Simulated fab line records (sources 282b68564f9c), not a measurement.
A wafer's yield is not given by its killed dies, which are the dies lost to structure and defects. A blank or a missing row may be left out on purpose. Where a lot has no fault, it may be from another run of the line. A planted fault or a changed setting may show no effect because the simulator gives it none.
Struck lot and sound lot, side by side ; flow ritCmos ; 15 steps out of a route of 202
Sound: these wafers, L954.2, L954.4, L954.6. The struck wafers were L961.1, L961.3, L961.4. The cause comes at the end.
Order at every step that has rows: each side's tool, ch and its chambers, its first start. Under that, the readings that differ: sound wafers ; struck wafers ; difference of the means ; sigmas: that difference in standard deviations of wafers without a fault.
alike: a reading whose means differ by less than 2 such deviations, as well as words and numbers matching on both sides. not compared: withheld readings; readings where some wafer has no value; bounds like >300 that might hide an equal value; numbers whose values overlap and for which the record gives no deviation.
The two part at a step that has a row with sigmas, a row that says differs or no value, or rows on one side only. When numbers do not overlap yet have no deviation, they are printed without sigmas and do not part them. Lack of a reading on every wafer of one side parts them only where that side has two or more wafers.

first, 2 steps without rows for these wafers: RIT_NSD_HARDBAKE_07 (time 60 s); RIT_NSD_IMPLANT_08.
RIT_NSD_STRIP_09: strips in O2, time 180 s.
  sound on plasmaAsher-01 ch 0,1, day 3 10:27; struck on plasmaAsher-03 ch 0,1, day 4 22:14
  alike: chamberPressureMTorr, drypumpMotorCurrentA
  not compared: rfHoursCounterH
RIT_NSD_TW_MEAS_10:
  sound on filmMetro-03 at day 3 10:38; struck on filmMetro-02 at day 4 22:25
reading;sound;struck;difference;sigmas
NSD_TW;3096 3101 3093;3167 3158 3171;+69;+2
then, 6 steps without rows for these wafers: RIT_PSD_HMDS_00 (prime time 60 s); RIT_PSD_COAT_01 (resist thk 1000 nm); RIT_PSD_SOFTBAKE_02 (time 60 s); RIT_PSD_EXPOSE_03 (exposes mask M10, target cd 40900 nm); RIT_PSD_PEB_04; RIT_PSD_DEVELOP_05 (develop time 50 s).
RIT_PSD_OVL_MEAS_06:
  sound on overlay-01 at day 3 11:40; struck on overlay-02 at day 4 23:37
reading;sound;struck;difference;sigmas
PSD_OVL (nm);1.7 0.7 2.2;-1.9 -0.7 -2.8;-3.3;-2
then, 1 step without rows for these wafers: RIT_PSD_HARDBAKE_07 (time 60 s).
RIT_PSD_IMPLANT_08:
  sound on implanter-01 ch 0, day 3 11:52; struck on implanter-01 ch 0, day 4 23:48
reading;sound;struck;difference;sigmas
doseIonsCm2;4.988e+15 5.003e+15 4.986e+15;4.766e+15 4.778e+15 4.778e+15;-2.183e+14;-37
RIT_PSD_STRIP_09: strips in O2, time 180 s.
  sound on plasmaAsher-01 ch 0,1, day 3 12:00; struck on plasmaAsher-02 ch 0,1, day 4 23:57
  alike: chamberPressureMTorr, drypumpMotorCurrentA
  not compared: rfHoursCounterH
following that, these wafers have no rows for 1 step: RIT_M1_PROBE_99.

== WHERE THEY PART ==
At RIT_NSD_TW_MEAS_10 first; at RIT_PSD_IMPLANT_08 last (within this record only). Later steps at which nothing parts them and some readings are alike: RIT_PSD_STRIP_09.

WHY: whatever the simulator had introduced
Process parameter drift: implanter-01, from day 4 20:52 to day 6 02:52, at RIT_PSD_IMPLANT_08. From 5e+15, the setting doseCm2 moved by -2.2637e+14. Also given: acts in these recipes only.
